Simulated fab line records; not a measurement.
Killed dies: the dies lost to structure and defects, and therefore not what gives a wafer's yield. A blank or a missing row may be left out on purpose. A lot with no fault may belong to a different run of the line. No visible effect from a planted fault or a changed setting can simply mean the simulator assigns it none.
fab line records    flow berkeleyCmos170
record lots=14  wafers=42  lastDay=13
route steps=331 shown PVT@121 GATE@128 NLDD@162
lots that met no fault: taken from a fault-free run of the same line
startH: hours from the record's first day to the start of the lot's first wafer shown    waitH: hours elapsed since this lot's preceding step    " identical to the entry in the row above    L1.1+2: several wafers, shown together as one row    - either no value or no given start    * or withheld: withheld    < > ~ a bound
route shown NAME@n: NAME is a module with steps in the file, n the number in the route of the first one    usual: mean/standard deviation of fault-free wafers    same: alike in all rows    chamber/n: place in a boat    sites: per-site readings    _std_site: how widely they spread, as a standard deviation    _edge_site: inner sites' mean taken away from outer sites' mean    radiusMm: how far each site lies from the wafer's centre    mask NAME#n: copy n    behind: tool/chamber where the wafer was last shaped    hold: reason for holding the lot/hours on hold/outcome of the hold    device: names the non-switching transistor (n, p or np)    end of line: tests run on the same wafers once the route is complete    step lacking rows: just its recipe    killed: at the first sort, the dies lost to defects and structure; wafer yield is something else    map: shows each die of a wafer: x if killed, . if not, _ if none is there
set.NAME: the run value of the setting; set.NAME@STEP: its run value at that earlier step    model.NAME: the simulator's own value behind a step, which no gauge read
the route's steps for a sample of lots (tables are steps, rows are wafers)
services: a tool's chamber out of use, with start hour (startH, from the record's first day; less than 0 if before it), hours out, and reason
## steps
# step UCB170_PVT_OVL_MEAS_06
# usual PVT_OVL=3/5.2
lot.wafer  tool        chamber  startH  waitH  PVT_OVL[nm]
L754.4     overlay-01  -        122.37  -      0
L754.5     "           -        "       "      7
L754.6     "           -        "       "      1
L755.2     overlay-01  -        130.30  -      6
L755.5     "           -        "       "      8
L755.6     "           -        "       "      11
L757.3     overlay-01  -        150.22  -      0
L757.4     "           -        "       "      3
L757.6     "           -        "       "      7
L758.1     overlay-01  -        150.48  -      -1
L758.2     "           -        "       "      -5
L758.6     "           -        "       "      -5
L761.2     overlay-01  -        162.76  -      -8
L761.4     "           -        "       "      -5
L761.6     "           -        "       "      -2
L759.1     overlay-01  -        163.42  -      5
L759.2     "           -        "       "      6
L759.6     "           -        "       "      6
L762.2     overlay-01  -        163.70  -      11
L762.3     "           -        "       "      11
L762.5     "           -        "       "      9
L760.1     overlay-02  -        163.82  -      -4
L760.2     "           -        "       "      0
L760.3     "           -        "       "      -7
L763.3     overlay-02  -        196.25  -      14
L763.4     "           -        "       "      9
L763.5     "           -        "       "      12
L766.3     overlay-02  -        196.42  -      3
L766.4     "           -        "       "      7
L766.5     "           -        "       "      7
L772.1     overlay-01  -        237.41  -      3
L772.2     "           -        "       "      4
L772.4     "           -        "       "      -3
L773.1     overlay-01  -        237.96  -      2
L773.2     "           -        "       "      12
L773.3     "           -        "       "      2
L775.4     overlay-02  -        252.91  -      -7
L775.5     "           -        "       "      0
L775.6     "           -        "       "      -5
L774.1     overlay-01  -        253.39  -      -1
L774.2     "           -        "       "      0
L774.4     "           -        "       "      0
# step UCB170_GATE_THK_MEAS_02
# recipe reads=SiO2_of_GATE_OXIDATION_01
# usual GATE_OXIDE_THK=6.64/0.12
lot.wafer  tool          chamber  startH  waitH  GATE_OXIDE_THK[nm]
L754.4     filmMetro-04  -        132.55  0.0    6.45
L754.5     "             -        "       "      6.62
L754.6     "             -        "       "      6.58
L755.2     filmMetro-03  -        132.59  0.1    6.64
L755.5     "             -        "       "      6.67
L755.6     "             -        "       "      6.60
L758.1     filmMetro-01  -        156.47  0.0    6.36
L758.2     "             -        "       "      6.52
L758.6     "             -        "       "      6.40
L757.3     filmMetro-03  -        156.49  0.0    6.60
L757.4     "             -        "       "      6.70
L757.6     "             -        "       "      6.62
L759.1     filmMetro-01  -        167.35  0.0    6.64
L759.2     "             -        "       "      6.67
L759.6     "             -        "       "      6.62
L761.2     filmMetro-04  -        167.36  0.0    6.67
L761.4     "             -        "       "      6.65
L761.6     "             -        "       "      6.84
L762.2     filmMetro-03  -        167.36  0.0    6.57
L762.3     "             -        "       "      6.50
L762.5     "             -        "       "      6.57
L760.1     filmMetro-04  -        167.41  0.1    6.86
L760.2     "             -        "       "      6.85
L760.3     "             -        "       "      6.93
L763.3     filmMetro-04  -        202.29  0.0    6.71
L763.4     "             -        "       "      6.68
L763.5     "             -        "       "      6.76
L766.3     filmMetro-04  -        202.35  0.1    6.58
L766.4     "             -        "       "      6.53
L766.5     "             -        "       "      6.65
L772.1     filmMetro-04  -        243.45  0.0    6.55
L772.2     "             -        "       "      6.57
L772.4     "             -        "       "      6.62
L773.1     filmMetro-03  -        243.45  0.0    6.23
L773.2     "             -        "       "      6.45
L773.3     "             -        "       "      6.46
L775.4     filmMetro-01  -        259.13  0.0    6.74
L775.5     "             -        "       "      6.72
L775.6     "             -        "       "      6.77
L774.1     filmMetro-04  -        259.16  0.1    6.66
L774.2     "             -        "       "      6.67
L774.4     "             -        "       "      6.72
# step UCB170_GATE_STRIP_16
# recipe chemistry=O2  powerW=400  pressureMtorr=3500  platenTempC=withheld  o2FlowSccm=400  overashFraction=0.5
# usual drypumpMotorCurrentA=5.8/0.36  oesProductAu=0.724/0.0048
lot.wafer  tool            chamber  startH  waitH  drypumpMotorCurrentA  oesProductAu  rfHoursCounterH
L755.2     plasmaAsher-02  0        140.85  0.0    5.5                   0.719         35
L755.5     "               0        "       "      5.5                   0.723         -
L755.6     "               1        "       "      6.2                   0.725         -
L754.4     plasmaAsher-04  0        141.07  0.1    6.1                   0.725         -
L754.5     "               1        "       "      5.6                   0.722         -
L754.6     "               0        "       "      6.1                   0.719         -
L757.3     plasmaAsher-02  0        166.12  0.1    5.5                   0.722         -
L757.4     "               1        "       "      6.2                   0.724         -
L757.6     "               1        "       "      6.2                   0.722         -
L758.1     plasmaAsher-04  1        166.33  0.0    5.6                   0.723         45
L758.2     "               0        "       "      6.1                   0.726         45
L758.6     "               1        "       "      5.6                   0.728         -
L761.2     plasmaAsher-04  0        174.93  0.0    6.0                   0.720         46
L761.4     "               1        "       "      5.6                   0.725         -
L761.6     "               1        "       "      5.6                   0.723         -
L762.2     plasmaAsher-02  0        175.19  0.0    5.5                   0.721         39
L762.3     "               1        "       "      6.2                   0.727         -
L762.5     "               1        "       "      6.2                   0.717         -
L760.1     plasmaAsher-02  0        175.46  0.0    5.5                   0.725         39
L760.2     "               1        "       "      6.2                   0.727         39
L760.3     "               0        "       "      5.5                   0.729         -
L759.1     plasmaAsher-03  1        175.53  0.0    6.0                   0.719         45
L759.2     "               0        "       "      5.2                   0.729         45
L759.6     "               0        "       "      5.2                   0.721         -
L766.3     plasmaAsher-04  0        213.95  0.1    6.0                   0.723         -
L766.4     "               1        "       "      5.6                   0.721         -
L766.5     "               0        "       "      6.1                   0.723         -
L763.3     plasmaAsher-02  0        214.18  0.1    5.5                   0.725         -
L763.4     "               1        "       "      6.2                   0.733         -
L763.5     "               1        "       "      6.2                   0.726         -
L772.1     plasmaAsher-02  1        253.03  0.0    6.2                   0.716         47
L772.2     "               0        "       "      5.5                   0.720         47
L772.4     "               0        "       "      5.5                   0.724         -
L773.1     plasmaAsher-02  0        253.75  0.0    5.5                   0.732         47
L773.2     "               1        "       "      6.2                   0.720         47
L773.3     "               1        "       "      6.2                   0.725         -
L775.4     plasmaAsher-02  0        267.22  0.1    5.5                   0.726         -
L775.5     "               1        "       "      6.2                   0.719         -
L775.6     "               0        "       "      5.5                   0.726         -
L774.1     plasmaAsher-04  1        267.31  0.0    5.6                   0.734         55
L774.2     "               0        "       "      6.1                   0.726         55
L774.4     "               0        "       "      6.1                   0.719         -
# step UCB170_NLDD_PEB_04
# recipe pebTempC=130  pebTimeS=withheld  resist=KrF
# usual chillPlateTempC=23.02/0.093  exhaustPa=44.8/0.8
lot.wafer  tool           chamber  startH  waitH  chillPlateTempC  exhaustPa
L755.2     lithoTrack-04  0        144.59  0.5    22.88            45.6
L755.5     "              0        "       "      23.10            44.2
L755.6     "              0        "       "      23.13            45.6
L754.4     lithoTrack-03  0        144.66  0.4    23.04            43.9
L754.5     "              0        "       "      22.93            44.5
L754.6     "              0        "       "      23.05            45.7
L758.1     lithoTrack-01  0        170.98  0.1    23.07            43.2
L758.2     "              0        "       "      23.29            44.5
L758.6     "              0        "       "      23.08            44.9
L757.3     lithoTrack-01  0        171.30  0.1    22.76            44.0
L757.4     "              0        "       "      23.08            45.1
L757.6     "              0        "       "      23.06            44.5
L761.2     lithoTrack-01  0        178.85  0.4    23.15            45.0
L761.4     "              0        "       "      23.11            44.8
L761.6     "              0        "       "      23.02            43.8
L762.2     lithoTrack-01  0        179.13  0.4    22.98            45.2
L762.3     "              0        "       "      23.08            44.5
L762.5     "              0        "       "      23.03            44.8
L760.1     lithoTrack-01  0        179.38  0.5    23.02            45.7
L760.2     "              0        "       "      23.07            45.0
L760.3     "              0        "       "      22.89            44.7
L759.1     lithoTrack-01  -        179.65  0.3    -                -
L759.2     "              -        "       "      -                -
L759.6     "              -        "       "      -                -
L766.3     lithoTrack-03  -        217.98  0.4    -                -
L766.4     "              -        "       "      -                -
L766.5     "              -        "       "      -                -
L763.3     lithoTrack-03  0        218.25  0.3    23.11            44.5
L763.4     "              0        "       "      23.10            46.1
L763.5     "              0        "       "      22.96            44.3
L772.1     lithoTrack-03  0        256.38  0.1    22.98            45.0
L772.2     "              0        "       "      22.94            45.2
L772.4     "              0        "       "      23.03            44.8
L773.1     lithoTrack-04  0        256.68  0.1    23.08            45.6
L773.2     "              0        "       "      23.03            45.6
L773.3     "              0        "       "      22.95            44.6
L775.4     lithoTrack-04  0        270.31  0.2    23.11            43.5
L775.5     "              0        "       "      23.07            43.2
L775.6     "              0        "       "      23.00            43.0
L774.1     lithoTrack-03  0        270.45  0.1    23.15            44.7
L774.2     "              0        "       "      23.00            43.6
L774.4     "              0        "       "      23.02            45.9
## services
tool            chamber  startH  hours  kind
plasmaAsher-03  -        145.54  4.0    repair
plasmaAsher-03  -        196.53  0.5    repair
plasmaAsher-04  -        250.73  4.9    repair
plasmaAsher-03  -        255.31  15.6   pm
## key
firstSign step=UCB170_NLDD_PEB_04  reading=toolRecord  direction=missing
effect none on later readings
metAt UCB170_NLDD_PEB_04
struckLots L759,L766
sortLeftOut L759.1,L759.2,L759.6,L766.3,L766.4,L766.5
testerLeftOut L759,L766
notActingAt UCB170_PVT_OVL_MEAS_06,UCB170_GATE_THK_MEAS_02,UCB170_GATE_STRIP_16
onsetBetween 179.38 179.65
fault kind=skippedStepWhole  tool=lithoTrack-01,lithoTrack-03  chamber=-  onsetH=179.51  steps=UCB170_NLDD_PEB_04  scope=struckLotsOnly
# testerLeftOut: of these lots the tester's yield and bins aren't shown, on N5 and GAA mostly nor the transistor test; their killed dies are dies lost to structure and defects alone, not to doping, threshold or leakage, so they don't give the yield
# sortLeftOut: the simulated sort isn't trusted on such a fault, so these wafers' sort isn't shown, and their yield isn't known
